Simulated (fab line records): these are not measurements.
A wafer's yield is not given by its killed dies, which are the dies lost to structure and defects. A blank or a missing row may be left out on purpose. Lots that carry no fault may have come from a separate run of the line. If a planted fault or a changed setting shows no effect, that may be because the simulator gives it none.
fab line records    flow berkeleyCmos170    part 2 of 2: steps 32 to 42 of 42
record lots=5  wafers=15  lastDay=12
route steps=331 shown GATE@142 PLDD@145 NLDD@158 SPACER@171 PSD@175
lots untouched by any fault: they come from a run of this same line in which no faults occurred
startH: hours from the record's first day to the start of the lot's first wafer shown    waitH: hours elapsed since this lot's preceding step    " as in the row above    L1.1+2: a single row standing in for several wafers    - either no value or no given start    * or withheld: withheld    < > ~ a bound
route shown NAME@n: names a module that has steps shown in the file, with the first one's number in the route    usual: mean and standard deviation over wafers with no fault    same: alike in all rows    chamber/n: place in a boat    sites: each site's reading    _std_site: standard deviation of those values    _edge_site: the outer-site mean with the inner-site mean subtracted    radiusMm: for every site, how far away it sits from the centre of the wafer    mask NAME#n: copy n    behind: the last tool/chamber to shape the wafer    hold: the reason the lot was held/the length of the hold in hours/how it ended    device: which transistor (n, p or np) failed to switch    end of line: tests of these same wafers at the route's end    a step with no rows: only its recipe    killed: at the first sort, the dies lost to defects and structure; wafer yield is something else    map: shows each die of a wafer: x if killed, . if not, _ if none is there
set.NAME: the run value of the setting; set.NAME@STEP: its run value at that earlier step    model.NAME: the simulator's own value behind a step, which no gauge read
lots at some steps of the route; a table a step, a row a wafer
services: when a tool's chamber went out of use (startH, in hours from the record's first day, below 0 if earlier), for how many hours, and the reason
## steps
# step UCB170_SPACER_ANNEAL_02
# recipe tempC=900  timeS=1800  ambient=N2
# usual zonePowerLoadPct=28.1/1.6
lot.wafer  tool        chamber  startH  waitH  zonePowerLoadPct
L082.1     furnace-01  0        210.37  5.6    26.3
L082.3     "           0        "       "      26.3
L082.6     "           0        "       "      26.8
L084.2     furnace-01  0        223.89  2.7    26.4
L084.3     "           0        "       "      26.4
L084.5     "           0        "       "      26.4
L085.3     furnace-01  0        223.89  2.3    26.4
L085.4     "           0        "       "      26.2
L085.5     "           0        "       "      27.0
L086.1     furnace-01  0        223.89  2.2    26.4
L086.2     "           0        "       "      26.7
L086.3     "           0        "       "      26.9
L091.3     furnace-04  0        253.97  3.2    28.5
L091.4     "           0        "       "      28.1
L091.6     "           0        "       "      28.1
# step UCB170_SPACER_ETCHBACK_03
# recipe stopOn=Si  target=SiO2  chemistry=CHF3/CF4/Ar  CHF3_flow_sccm=50  cf4FlowSccm=10  Ar_flow_sccm=120  pressureMtorr=200  rfW=500  targetDepthA=3760  timeS=100
# usual drypumpMotorCurrentA=5.5/0.44  oesProductAu=0.900/0.019  throttleValvePct=6.47/0.072
lot.wafer  tool        chamber  startH  waitH  drypumpMotorCurrentA  oesProductAu  rfHoursCounterH  throttleValvePct
L082.1     rieDiel-01  0        211.87  0.0    6.1                   0.920         143              6.52
L082.3     "           3        "       "      4.9                   0.902         20               6.50
L082.6     "           3        "       "      4.9                   0.895         -                6.49
L084.2     rieDiel-02  2        225.39  0.0    5.3                   0.906         90               6.53
L084.3     "           3        "       "      6.1                   0.896         124              6.58
L084.5     "           2        "       "      5.2                   0.901         -                6.52
L085.3     rieDiel-04  1        225.39  0.0    5.6                   0.900         65               6.34
L085.4     "           0        "       "      5.1                   0.892         -                6.44
L085.5     "           3        "       "      5.2                   0.886         -                6.47
L086.1     rieDiel-01  1        225.46  0.1    5.1                   0.891         7                6.46
L086.2     "           3        "       "      4.9                   0.861         20               6.50
L086.3     "           2        "       "      5.9                   0.930         28               6.48
L091.3     rieDiel-02  3        255.47  0.0    6.1                   0.905         126              6.58
L091.4     "           0        "       "      6.0                   0.887         12               6.32
L091.6     "           3        "       "      6.1                   0.891         -                6.59
# step UCB170_PSD_HMDS_00
# recipe primeTimeS=60  primeTempC=100
# same primeTimeS=60
lot.wafer   tool           chamber  startH  waitH
L082.1+3+6  lithoTrack-04  0        211.94  0.0
L084.2+3+5  lithoTrack-02  0        225.49  0.1
L085.3+4+5  lithoTrack-04  0        225.55  0.1
L086.1+2+3  lithoTrack-03  0        225.91  0.4
L091.3+4+6  lithoTrack-02  0        256.01  0.5
# step UCB170_PSD_COAT_01
# recipe resist=KrF  spinRpm=1500  resistThkNm=900
lot.wafer   tool           chamber  startH  waitH
L082.1+3+6  lithoTrack-04  0        212.09  0.1
L084.2+3+5  lithoTrack-02  0        225.64  0.1
L085.3+4+5  lithoTrack-04  0        225.70  0.1
L086.1+2+3  lithoTrack-03  0        226.06  0.1
L091.3+4+6  lithoTrack-02  0        256.16  0.1
# step UCB170_PSD_SOFTBAKE_02
# recipe resist=KrF  tempC=130  timeS=60
# usual plateTempC=129.98/0.14
lot.wafer  tool           chamber  startH  waitH  plateTempC
L082.1     lithoTrack-04  0        212.24  0.1    129.83
L082.3     "              0        "       "      129.80
L082.6     "              0        "       "      129.93
L084.2     lithoTrack-02  0        225.79  0.1    130.02
L084.3     "              0        "       "      130.31
L084.5     "              0        "       "      130.18
L085.3     lithoTrack-04  0        225.85  0.1    129.81
L085.4     "              0        "       "      129.96
L085.5     "              0        "       "      129.89
L086.1     lithoTrack-03  0        226.21  0.1    129.88
L086.2     "              0        "       "      130.08
L086.3     "              0        "       "      130.14
L091.3     lithoTrack-02  0        256.31  0.1    130.01
L091.4     "              0        "       "      130.13
L091.6     "              0        "       "      130.09
# step UCB170_PSD_EXPOSE_03
# recipe maskId=PSELECT_MOD  na=0.5  sigmaOuter=0.6  sourceShape=conventional  targetCdNm=1200  doseMj=30
# usual exposureDoseMJCm2=29.98/0.034
lot.wafer  tool           chamber  startH  waitH  mask           exposureDoseMJCm2
L082.1     krfScanner-02  0        212.39  0.1    PSELECT_MOD#0  30.01
L082.3     "              0        "       "      PSELECT_MOD#0  29.98
L082.6     "              0        "       "      PSELECT_MOD#0  29.97
L084.2     krfScanner-01  0        226.17  0.4    PSELECT_MOD#0  29.95
L084.3     "              0        "       "      PSELECT_MOD#0  29.94
L084.5     "              0        "       "      PSELECT_MOD#0  30.01
L085.3     krfScanner-01  0        226.31  0.4    PSELECT_MOD#0  29.96
L085.4     "              0        "       "      PSELECT_MOD#0  29.98
L085.5     "              0        "       "      PSELECT_MOD#0  29.97
L086.1     krfScanner-02  0        226.51  0.3    PSELECT_MOD#0  30.02
L086.2     "              0        "       "      PSELECT_MOD#0  29.94
L086.3     "              0        "       "      PSELECT_MOD#0  29.98
L091.3     krfScanner-02  0        256.54  0.2    PSELECT_MOD#0  29.97
L091.4     "              0        "       "      PSELECT_MOD#0  30.02
L091.6     "              0        "       "      PSELECT_MOD#0  30.01
# step UCB170_PSD_PEB_04
# recipe pebTempC=130  pebTimeS=withheld  resist=KrF
# usual plateTempC=130.01/0.14
lot.wafer  tool           chamber  startH  waitH  plateTempC
L082.1     lithoTrack-03  0        212.75  0.3    129.68
L082.3     "              0        "       "      129.85
L082.6     "              0        "       "      130.14
L084.2     lithoTrack-03  0        226.66  0.5    129.78
L084.3     "              0        "       "      129.93
L084.5     "              0        "       "      129.85
L085.3     lithoTrack-03  0        227.24  0.9    130.29
L085.4     "              0        "       "      130.10
L085.5     "              0        "       "      130.14
L086.1     lithoTrack-02  0        227.26  0.7    129.93
L086.2     "              0        "       "      130.13
L086.3     "              0        "       "      130.18
L091.3     lithoTrack-03  0        257.05  0.5    130.11
L091.4     "              0        "       "      129.87
L091.6     "              0        "       "      129.90
# step UCB170_PSD_DEVELOP_05
# recipe developer=TMAH  developTimeS=45  resist=KrF  devTempC=21
lot.wafer   tool           chamber  startH  waitH
L082.1+3+6  lithoTrack-03  0        -       -
L084.2+3+5  lithoTrack-03  0        -       -
L085.3+4+5  lithoTrack-03  0        -       -
L086.1+2+3  lithoTrack-02  0        -       -
L091.3+4+6  lithoTrack-03  0        -       -
# step UCB170_PSD_CD_MEAS_06
# recipe targetCdNm=1200
# usual cdNm=1200.1/1.6
lot.wafer  tool      chamber  startH  waitH  cdNm
L082.1     cdSem-02  -        213.03  -      1198.7
L082.3     "         -        "       "      1199.4
L082.6     "         -        "       "      1200.9
L084.2     cdSem-02  -        226.93  -      1200.2
L084.3     "         -        "       "      1201.3
L084.5     "         -        "       "      1199.6
L085.3     cdSem-02  -        227.50  -      1199.9
L085.4     "         -        "       "      1200.7
L085.5     "         -        "       "      1200.8
L086.1     cdSem-01  -        227.54  -      1200.8
L086.2     "         -        "       "      1199.4
L086.3     "         -        "       "      1199.3
L091.3     cdSem-02  -        257.48  -      1200.5
L091.4     "         -        "       "      1200.4
L091.6     "         -        "       "      1198.8
# step UCB170_PSD_OVL_MEAS_07
# usual PSD_OVL=-1/6.4
lot.wafer  tool        chamber  startH  waitH  PSD_OVL[nm]
L082.1     overlay-02  -        213.15  0.1    -12
L082.3     "           -        "       "      -12
L082.6     "           -        "       "      4
L084.2     overlay-02  -        227.04  0.1    1
L084.3     "           -        "       "      -2
L084.5     "           -        "       "      -1
L085.3     overlay-02  -        227.59  0.1    2
L085.4     "           -        "       "      9
L085.5     "           -        "       "      5
L086.1     overlay-01  -        227.66  0.1    -4
L086.2     "           -        "       "      -9
L086.3     "           -        "       "      -3
L091.3     overlay-01  -        257.58  0.1    -6
L091.4     "           -        "       "      3
L091.6     "           -        "       "      2
# step UCB170_PSD_IMPLANT_08
# recipe species=B  doseCm2=3e+15  energyKev=20  tiltDeg=7
lot.wafer   tool          chamber  startH  waitH
L082.1+3+6  implanter-01  0        213.18  0.0
L084.2+3+5  implanter-04  0        227.09  0.0
L085.3+4+5  implanter-02  0        227.67  0.1
L086.1+2+3  implanter-01  0        227.69  0.0
L091.3+4+6  implanter-04  0        257.65  0.1
## services
tool            chamber  startH  hours  kind
furnace-01      -        187.20  3.2    pm
rieDiel-04      0        192.18  7.9    repair
implanter-04    -        192.53  1.6    repair
krfScanner-01   0        201.15  -      calibration
rieDiel-01      2        203.35  4.7    repair
plasmaAsher-03  -        205.18  6.7    repair
implanter-04    -        206.12  3.2    pm
rieDiel-04      2        206.15  22.8   repair
rieDiel-01      -        208.82  0.2    repair
plasmaAsher-03  -        212.66  1.7    repair
rieDiel-01      0        216.37  6.0    repair
plasmaAsher-03  -        216.60  3.8    repair
wetBench-04     -        217.06  11.9   repair
rieDiel-01      0        222.38  -      clean
rieDiel-01      0        222.38  30.2   scheduledDown
implanter-03    -        224.69  0.5    repair
krfScanner-02   -        227.25  1.0    pm
pecvd-01        -        233.76  0.8    repair
rieDiel-02      3        239.06  2.3    repair
pecvd-02        -        242.50  14.0   pm
rieDiel-04      0        251.67  1.6    repair
krfScanner-01   -        255.12  1.0    pm
krfScanner-01   -        256.12  0.8    pm
pecvd-01        0        256.50  13.0   repair
